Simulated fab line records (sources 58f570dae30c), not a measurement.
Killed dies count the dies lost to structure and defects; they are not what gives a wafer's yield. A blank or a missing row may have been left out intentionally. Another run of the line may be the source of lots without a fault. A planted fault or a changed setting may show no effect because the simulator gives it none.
Which tool did it? / flow berkeley-cmos170 / 21 wafers sampled from 7 lots at 1 step of a route of 331

WHAT EACH GAUGE READ, for each wafer
UCB170_PWELL_OVL_MEAS_13.
lot=L455; measured=day 3 01:46; on=overlay-01; PWELL_OVL (nm)=0 -2 -7
lot=L460; measured=day 4 13:35; on=overlay-02; PWELL_OVL (nm)=10 7 7
lot=L461; measured=day 4 19:05; on=overlay-01; PWELL_OVL (nm)=-7 -7 -6
lot=L464; measured=day 5 00:56; on=overlay-02; PWELL_OVL (nm)=-5 0 1
lot=L466; measured=day 5 19:42; on=overlay-01; PWELL_OVL (nm)=0 6 4
lot=L475; measured=day 7 12:13; on=overlay-02; PWELL_OVL (nm)=-2 -1 3
lot=L477; measured=day 7 22:10; on=overlay-01; PWELL_OVL (nm)=-6 -7 -3

WHICH TOOL RAN EACH LOT (tool, then ch and the chambers of the sampled wafers, then the start)
Record: no process step prior to these readings.

THE ANSWER, worked out from the rows above alone
Rule: the usual values come from the lots themselves. The widest of any qualifying gaps counts: lots, ordered by their means at a reading, are off when they make up no more than a third of the lots, leave a main group of 4 or more, and stand apart from it by 3 or more times the standard deviation of that group's means. The tables above print the reading to a certain number of digits; a main group whose means all agree to those digits is not used. Also off: a lot with no number at a reading for which 4 or more lots have one. Where the step has rows for the other lots, those lots are counted as sound.
Nothing can be told from this: no lot is off at any reading shown.

WHAT HAD BEEN PUT IN BY THE SIMULATOR
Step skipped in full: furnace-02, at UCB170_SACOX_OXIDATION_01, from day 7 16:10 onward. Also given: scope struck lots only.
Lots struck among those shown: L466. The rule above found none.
